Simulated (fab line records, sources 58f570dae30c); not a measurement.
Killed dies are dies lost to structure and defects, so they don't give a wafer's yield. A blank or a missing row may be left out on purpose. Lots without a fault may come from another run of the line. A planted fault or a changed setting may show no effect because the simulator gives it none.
Which tool did it? | flow berkeley_cmos170 | 14 lots, 42 wafers sampled, at 5 steps of a route of 331

WHAT THE GAUGES READ, wafer by wafer
UCB170_PSD_TW_MEAS_10.
lot  | measured     | on            | PSD_TW
L273 | day 7 03:30  | film_metro-03 | 2331 2339 2329
L276 | day 7 17:56  | film_metro-03 | 2331 2331 2341
L274 | day 7 18:09  | film_metro-01 | 2284 2288 2302
L279 | day 8 05:10  | film_metro-04 | 2384 2392 2380
L278 | day 8 05:49  | film_metro-01 | 2309 2292 2291
L280 | day 9 00:37  | film_metro-03 | 2354 2335 2361
L281 | day 9 01:11  | film_metro-04 | 2374 2358 2358
L284 | day 9 14:01  | film_metro-01 | 2301 2286 2299
L286 | day 9 23:05  | film_metro-04 | 2358 2368 2354
L289 | day 9 23:08  | film_metro-01 | 2286 2293 2292
L287 | day 9 23:25  | film_metro-04 | 2368 2362 2368
L290 | day 9 23:50  | film_metro-03 | 2340 2338 2350
L288 | day 10 00:05 | film_metro-01 | 2300 2304 2302
L294 | day 11 08:15 | film_metro-03 | 2357 2347 2343

UCB170_CONTACT_THK_MEAS_02.
lot  | measured     | on            | CONTACT_PSG_THK (nm)
L273 | day 7 10:07  | film_metro-03 | 705 703 702
L276 | day 8 01:08  | film_metro-02 | 710 712 707
L274 | day 8 01:07  | film_metro-01 | 690 687 690
L279 | day 8 13:23  | film_metro-03 | 694 696 695
L278 | day 8 18:16  | film_metro-01 | 698 701 697
L280 | day 9 08:51  | film_metro-02 | 706 711 709
L281 | day 9 08:50  | film_metro-03 | 699 697 701
L284 | day 9 23:35  | film_metro-01 | 875 874 874
L286 | day 10 08:10 | film_metro-01 | 888 887 885
L289 | day 10 08:38 | film_metro-03 | 702 695 696
L287 | day 10 08:38 | film_metro-01 | 700 698 698
L290 | day 10 10:25 | film_metro-03 | 709 700 704
L288 | day 10 10:24 | film_metro-02 | 698 698 692
L294 | day 11 19:10 | film_metro-02 | 704 702 707

UCB170_CONTACT_CD_MEAS_15: target cd 700 nm.
lot  | measured     | on        | cd_nm (nm)
L273 | day 7 11:53  | cd_sem-02 | 699.3 700.0 700.2
L276 | day 8 04:27  | cd_sem-02 | 701.2 701.5 702.0
L274 | day 8 04:08  | cd_sem-01 | 700.4 700.0 699.8
L279 | day 8 16:01  | cd_sem-01 | 701.2 701.3 700.1
L278 | day 8 20:22  | cd_sem-02 | 701.0 700.8 701.9
L280 | day 9 11:17  | cd_sem-02 | 698.0 698.6 698.6
L281 | day 9 11:22  | cd_sem-02 | 699.4 698.7 697.8
L284 | day 10 01:24 | cd_sem-01 | 700.0 698.6 699.1
L286 | day 10 11:36 | cd_sem-01 | 700.3 699.8 701.2
L289 | day 10 12:27 | cd_sem-02 | 700.5 700.9 700.4
L287 | day 10 12:15 | cd_sem-02 | 699.2 699.6 699.4
L290 | day 10 13:46 | cd_sem-02 | 701.1 700.3 701.6
L288 | day 10 14:01 | cd_sem-01 | 702.3 700.5 701.4
L294 | day 11 21:13 | cd_sem-02 | 697.6 698.6 698.2

WHICH TOOL RAN EACH LOT (tool, then ch and the chambers of the sampled wafers, then the start)
lot  | UCB170_SDANNEAL_RTA_00           | UCB170_CONTACT_CVD_01
L273 | rtp_anneal-01 ch 0, day 7 07:11  | lpcvd-01 ch 1, day 7 08:19
L276 | rtp_anneal-01 ch 0, day 7 21:22  | lpcvd-02 ch 1, day 7 23:20
L274 | rtp_anneal-02 ch 0, day 7 21:43  | lpcvd-02 ch 1, day 7 23:20
L279 | rtp_anneal-01 ch 0, day 8 10:13  | lpcvd-02 ch 1, day 8 11:35
L278 | rtp_anneal-01 ch 0, day 8 10:52  | lpcvd-01 ch 1, day 8 15:35
L280 | rtp_anneal-02 ch 0, day 9 04:49  | lpcvd-01 ch 0, day 9 06:09
L281 | rtp_anneal-01 ch 0, day 9 04:48  | lpcvd-01 ch 1, day 9 06:09
L284 | rtp_anneal-01 ch 0, day 9 19:35  | lpcvd-01 ch 0, day 9 21:48
L286 | rtp_anneal-02 ch 0, day 10 05:14 | lpcvd-01 ch 0, day 10 06:22
L289 | rtp_anneal-01 ch 0, day 10 05:26 | lpcvd-02 ch 1, day 10 06:50
L287 | rtp_anneal-02 ch 0, day 10 05:41 | lpcvd-02 ch 0, day 10 06:50
L290 | rtp_anneal-01 ch 0, day 10 05:55 | lpcvd-02 ch 0, day 10 08:37
L288 | rtp_anneal-01 ch 0, day 10 06:09 | lpcvd-02 ch 1, day 10 08:37
L294 | rtp_anneal-01 ch 0, day 11 15:17 | lpcvd-02 ch 0, day 11 16:28
- UCB170_SDANNEAL_RTA_00: time 10 s.
- UCB170_CONTACT_CVD_01: deposits PSG from SiH4/O2/PH3, target thk 700 nm, time 2820 s.

WHAT THE TOOLS THEMSELVES READ (means of the sampled wafers that have a number; where no wafer has one, the mark that the record gives instead)
UCB170_SDANNEAL_RTA_00.
lot  | tool          | lamp_power_pct (%) | wafer_temp_C_max
L273 | rtp_anneal-01 | 25.3               | 901.9
L276 | rtp_anneal-01 | 25.4               | 902.4
L274 | rtp_anneal-02 | 26.3               | 902.8
L279 | rtp_anneal-01 | 25.3               | 902.4
L278 | rtp_anneal-01 | 25.4               | 902.0
L280 | rtp_anneal-02 | 26.4               | 902.9
L281 | rtp_anneal-01 | 25.3               | 902.2
L284 | rtp_anneal-01 | 25.3               | 902.5
L286 | rtp_anneal-02 | 26.3               | 902.6
L289 | rtp_anneal-01 | 25.3               | 901.9
L287 | rtp_anneal-02 | 26.4               | 902.7
L290 | rtp_anneal-01 | 25.3               | 901.6
L288 | rtp_anneal-01 | 25.3               | 902.0
L294 | rtp_anneal-01 | 25.3               | 902.1

UCB170_CONTACT_CVD_01.
lot  | tool     | o2_flow_sccm (sccm) | pressure_mtorr (mTorr) | sih4_flow_sccm (sccm)
L273 | lpcvd-01 | 89.65               | 300.5                  | 60.00
L276 | lpcvd-02 | 89.69               | 300.3                  | 59.77
L274 | lpcvd-02 | 89.91               | 300.2                  | 60.06
L279 | lpcvd-02 | 90.05               | 300.0                  | 60.08
L278 | lpcvd-01 | 90.15               | 300.1                  | 60.10
L280 | lpcvd-01 | 90.30               | 300.1                  | 60.02
L281 | lpcvd-01 | 90.10               | 302.0                  | 59.90
L284 | lpcvd-01 | 90.03               | 299.1                  | 60.03
L286 | lpcvd-01 | 90.01               | 299.6                  | 60.12
L289 | lpcvd-02 | 90.28               | 300.2                  | 59.73
L287 | lpcvd-02 | 89.66               | 300.2                  | 59.93
L290 | lpcvd-02 | 89.62               | 300.5                  | 59.89
L288 | lpcvd-02 | 90.52               | 299.7                  | 59.98
L294 | lpcvd-02 | 89.94               | 299.7                  | 60.00

THE ANSWER, worked out from the rows above alone
Rule: what is usual is taken from the lots themselves. Put in order of their means at a reading, lots are off if they are a third of the lots or fewer, leave a main group of 4 or more, and stand apart from it by a gap of 3 or more times the standard deviation of the main group's means; of several such gaps the widest counts. A main group whose means are all the same, to the digits that the tables above print for the reading, isn't used. A lot without any number at a reading at which 4 lots or more have one is off too. The other lots that the step has rows for count as sound. The gauges are gone through in route order, then the tools' own readings, and for those a lot's mean is taken as printed above. The first step at which some lot is off is used, and at that step the reading that is off furthest; a lot without a number counts as furthest.
Off: L284, L286, at UCB170_CONTACT_THK_MEAS_02 (CONTACT_PSG_THK). The main group: mean 700 nm, standard deviation 5.7.
A tool fits if, at a process step before that reading, it ran every lot that is off, and no sound lot after the first of them. The gauges at UCB170_CONTACT_THK_MEAS_02 are tried like those tools. One fits: lpcvd-01 at UCB170_CONTACT_CVD_01. Its last sound lot is L280 (day 9 06:09), its first lot that is off L284 (day 9 21:48): a fault that began between those two fits.

WHAT THE SIMULATOR HAD PUT IN
Process parameter drift: lpcvd-01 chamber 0, from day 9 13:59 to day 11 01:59, at UCB170_CONTACT_CVD_01. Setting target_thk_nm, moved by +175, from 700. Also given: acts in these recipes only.
Lots struck among those shown: L284, L286. The rule above found the same.
